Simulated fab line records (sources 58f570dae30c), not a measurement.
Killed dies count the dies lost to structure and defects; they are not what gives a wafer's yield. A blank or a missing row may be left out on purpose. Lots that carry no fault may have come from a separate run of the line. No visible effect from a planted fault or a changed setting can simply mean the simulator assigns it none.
Problem report in the 8D (eight disciplines) form, filled by code -- flow berkeley cmos170 -- the parts of the form that need people (team, actions taken, sign-off) are left out

== 1. THE ISSUE ==
Wafers with no fault read 30.002 mTorr with a standard deviation of 0.025, whereas chamber pressure mTorr at UCB170_M2_ETCH_17 reads a mean of 24.075 mTorr on 1 wafer of 1 lot. So: -99 or more standard deviations from the usual mean.
The step: etches BARC in N2/H2.
The first sign was on wafer L106.3 at day 11 04:17, on rie diel-02. Wafers with a number at this step in the record: 36, from 12 lots. The rule behind "out" and "out of limits": a value lying over 4 standard deviations away from the usual mean. Any other wafer with a number is counted as sound.

== 2. WHAT IT IS; WHAT IT IS NOT ==
question,is,is not
which readings at this step,chamber pressure mTorr,"drypump motor current A, throttle valve pct"
which lots,L106,"L109, L110, L111, L112, L113, L116, L117, L119, L120, L998, L999"
which wafers of those lots,L106.3,"L106.1, L106.2"
read on which tools,rie diel-02,"rie diel-03, rie diel-04"
when,from day 11 04:17,"up to then (8 sound wafers); but 27 sound wafers of L109, L110, L111, L112, L113, L116, L117, L119, L120 came after"

== 3. THE SUSPECTS, EACH WITH WHAT RULES IT OUT ==
Counting: any tool at a process step up to the reading remains a suspect provided it ran every lot that is out. Sound lots after the first of them don't rule it out here, since some wafers of a struck lot are sound.
- rie diel-02 at UCB170_M2_ETCH_17 (etches BARC in N2/H2): kept. L106, the lot that is out, went through it at day 11 04:17; up to then, the latest sound lot through it was L999 at day 9 03:13. Its own readings are out on those wafers: chamber pressure mTorr.
- In rie diel-02 at UCB170_M2_ETCH_17, the wafers that are out were processed in chamber 3 and their sound lot-mates in chambers 0, 2.
Remaining after the count: rie diel-02 at UCB170_M2_ETCH_17.

== 4. THE CAUSE (what the simulator had put in) ==
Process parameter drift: rie diel-02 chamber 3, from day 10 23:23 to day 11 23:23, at UCB170_M2_ETCH_17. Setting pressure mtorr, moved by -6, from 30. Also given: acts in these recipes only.
This tool alone remained once counting was done.

== 5. SEQUENCE OF EFFECTS, ordered by route ==
Rows list readings where the struck wafers' mean (over those with a number) sits beyond 3 standard deviations from the usual. Only readings whose record carries a usual standard deviation are examined. hours: median over the lots of the time between each lot's start at the first step of this table that gives one and its start at this step. sigmas: the change, counted in usual standard deviations.
hours,step,reading,usual,on struck wafers,change,sigmas
0,UCB170_M2_ETCH_17,chamber pressure mTorr,30.002 mTorr,24.075,-5.927,-99 or more
Process steps it contains:
- UCB170_M2_ETCH_17: etches BARC in N2/H2.

== 6. HOW IT WOULD HAVE BEEN CAUGHT EARLIER ==
First out-of-limits reading in this record: day 11 04:17, which is 5 hours after fault onset at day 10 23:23.
